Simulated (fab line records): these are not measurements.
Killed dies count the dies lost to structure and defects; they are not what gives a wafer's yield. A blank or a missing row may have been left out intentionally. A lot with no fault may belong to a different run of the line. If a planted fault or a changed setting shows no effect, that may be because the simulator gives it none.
The tool behind it: which one? | flow rit cmos | 14 lots, 42 wafers sampled, at 2 steps of a route of 202

WHAT THE GAUGES SHOWED, per wafer
Not one reading of a measure or inspect step in the record can be checked against a usual standard deviation.

WHAT TOOL EACH LOT RAN ON (gives the tool, then ch and the chambers of the sampled wafers, and finally the start)
lot  | RIT_M1_METAL_ETCH_12             | RIT_M1_PROBE_99
L259 | rie metal-03 ch 0, day 3 22:17   | prober-02, day 4 00:35
L260 | rie metal-02 ch 0,1, day 4 00:43 | prober-01, day 4 03:01
L261 | rie metal-01 ch 0,1, day 4 01:09 | prober-02, day 4 04:31
L262 | rie metal-03 ch 0,1, day 4 05:25 | prober-01, day 4 07:41
L263 | rie metal-02 ch 0,1, day 4 13:23 | prober-02, day 4 15:44
L267 | rie metal-03 ch 0,1, day 5 10:55 | prober-01, day 5 13:11
L270 | rie metal-01 ch 1, day 5 23:47   | prober-01, day 6 02:02
L271 | rie metal-03 ch 0,1, day 6 02:13 | prober-02, day 6 04:38
L273 | rie metal-01 ch 1, day 6 13:03   | prober-02, day 6 15:18
L274 | rie metal-03 ch 0,1, day 6 18:26 | prober-01, day 6 20:42
L275 | rie metal-02 ch 0,1, day 7 00:26 | prober-02, day 7 02:42
L279 | rie metal-01 ch 0,1, day 7 13:08 | prober-02, day 7 15:26
L280 | rie metal-02 ch 0,1, day 7 21:51 | prober-01, day 8 00:10
L282 | rie metal-01 ch 0,1, day 8 07:57 | prober-01, day 8 10:13
- RIT_M1_METAL_ETCH_12: etches Al in Cl2/BCl3, stops on SiO2, time 165 s, target depth 600 nm.
- RIT_M1_PROBE_99

WHAT THE TOOLS THEMSELVES READ (means of the sampled wafers that have a number; where no wafer has one, the mark that the record gives instead)
RIT_M1_METAL_ETCH_12.
lot  | tool         | chamber pressure mTorr (mTorr) | drypump motor current A (A) | oes product au (a.u.) | throttle valve pct (%)
L259 | rie metal-03 | 99.90                          | 5.3                         | 0.802                 | 8.14
L260 | rie metal-02 | 99.94                          | 6.3                         | 0.773                 | 8.26
L261 | rie metal-01 | 99.94                          | 5.9                         | 0.773                 | 8.26
L262 | rie metal-03 | 99.98                          | 5.6                         | 0.802                 | 8.16
L263 | rie metal-02 | 99.91                          | 6.1                         | 0.756                 | 8.25
L267 | rie metal-03 | 99.98                          | 5.6                         | 0.794                 | 8.16
L270 | rie metal-01 | 100.07                         | 5.7                         | 0.787                 | 8.28
L271 | rie metal-03 | 116.71                         | 5.6                         | 0.798                 | 8.15
L273 | rie metal-01 | 100.00                         | 5.7                         | 0.783                 | 8.29
L274 | rie metal-03 | 116.66                         | 5.5                         | 0.807                 | 8.15
L275 | rie metal-02 | 100.01                         | 6.3                         | 0.772                 | 8.25
L279 | rie metal-01 | 100.04                         | 5.8                         | 0.777                 | 8.27
L280 | rie metal-02 | 99.96                          | 6.1                         | 0.759                 | 8.24
L282 | rie metal-01 | 99.96                          | 6.0                         | 0.770                 | 8.23

RIT_M1_PROBE_99.
lot  | tool      | defect limited yield (%) | killed at contacts | killed at front end | killed dies | killed on rim | killed open | killed short | sort_bin_3_pad_short (%) | sort_bin_5_function (%) | sort_bin_6_memory (%) | sort n pass | sort yield pct (%)
L259 | prober-02 | 98.4                     | 0.0                | 4.3                 | 4.3         | 0.7           | 2.7         | 1.7          | 0.0                      | 0.9                     | 0.8                   | 259.7       | 98.4
L260 | prober-01 | 98.2                     | 0.0                | 4.7                 | 4.7         | 1.7           | 2.0         | 2.7          | 0.1                      | 1.0                     | 0.6                   | 259.3       | 98.2
L261 | prober-02 | 98.6                     | 0.0                | 3.7                 | 3.7         | 1.0           | 2.0         | 1.7          | 0.0                      | 0.9                     | 0.5                   | 260.3       | 98.6
L262 | prober-01 | 98.1                     | 0.3                | 4.7                 | 5.0         | 1.0           | 3.0         | 2.0          | 0.1                      | 1.4                     | 0.4                   | 259.0       | 98.1
L263 | prober-02 | 96.7                     | 0.0                | 8.7                 | 8.7         | 2.7           | 4.7         | 4.0          | 0.3                      | 1.5                     | 1.5                   | 255.3       | 96.7
L267 | prober-01 | 98.3                     | 0.0                | 4.3                 | 4.3         | 1.0           | 1.3         | 2.7          | 0.1                      | 0.9                     | 0.6                   | 259.7       | 98.3
L270 | prober-01 | 97.5                     | 0.0                | 6.7                 | 6.7         | 1.0           | 1.0         | 5.7          | 0.1                      | 1.0                     | 1.4                   | 257.3       | 97.5
L271 | prober-02 | 98.1                     | 0.0                | 5.0                 | 5.0         | 0.7           | 2.3         | 2.7          | 0.1                      | 1.2                     | 0.5                   | 259.0       | 98.1
L273 | prober-02 | 97.2                     | 0.3                | 7.0                 | 7.3         | 2.3           | 4.3         | 3.0          | 0.0                      | 2.0                     | 0.8                   | 256.7       | 97.2
L274 | prober-01 | 98.0                     | 0.0                | 5.3                 | 5.3         | 2.0           | 3.3         | 1.7          | 0.0                      | 1.1                     | 0.9                   | 258.7       | 98.0
L275 | prober-02 | 95.7                     | 0.0                | 11.3                | 11.3        | 4.0           | 6.3         | 4.3          | 0.0                      | 2.5                     | 1.8                   | 252.7       | 95.7
L279 | prober-02 | 96.4                     | 0.0                | 9.3                 | 9.3         | 0.7           | 6.0         | 3.3          | 0.0                      | 2.2                     | 1.4                   | 254.7       | 96.4
L280 | prober-01 | 97.2                     | 0.0                | 7.3                 | 7.3         | 2.7           | 3.7         | 3.7          | 0.0                      | 1.8                     | 1.0                   | 256.7       | 97.2
L282 | prober-01 | 99.1                     | 0.0                | 2.3                 | 2.3         | 0.7           | 0.7         | 1.7          | 0.0                      | 0.4                     | 0.5                   | 261.7       | 99.1

THE ANSWER, worked out from the rows above alone
Rule: what is usual is taken from the lots themselves. The widest of any qualifying gaps counts: lots, ordered by their means at a reading, are off when they make up no more than a third of the lots, leave a main group of 4 or more, and stand apart from it by 3 or more times the standard deviation of that group's means. Not used: any main group whose means are identical at the precision the tables above print for the reading. Also off: a lot with no number at a reading for which 4 or more lots have one. Where the step has rows for the other lots, those lots are counted as sound. After the gauges, taken in route order, come the tools' own readings; for these a lot's mean is taken, as printed above. At the first step where some lot is off, the reading lying furthest off is the one used; lots without a number count as furthest.
Off, at RIT_M1_METAL_ETCH_12 on chamber pressure mTorr: L271, L274. For the main group the mean is 99.97 mTorr and the standard deviation 0.048.
A tool fits if, at that step or a process step before it, it ran every lot that is off, and no sound lot after the first of them. One fits: RIT_M1_METAL_ETCH_12 on rie metal-03. Its last sound lot is L267 (day 5 10:55), its first lot that is off L271 (day 6 02:13): a fault that began between those two fits.
On the lots that are off, the tool's own readings at RIT_M1_METAL_ETCH_12 differ by more than 5 times the standard deviation of the sound lots' means, which bears it out; chamber pressure mTorr reads 116.69 mTorr there versus 99.97 mTorr on the sound lots.

WHAT WAS PUT IN BY THE SIMULATOR
rie metal-03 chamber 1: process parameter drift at RIT_M1_METAL_ETCH_12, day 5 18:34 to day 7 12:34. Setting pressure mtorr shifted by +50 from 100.
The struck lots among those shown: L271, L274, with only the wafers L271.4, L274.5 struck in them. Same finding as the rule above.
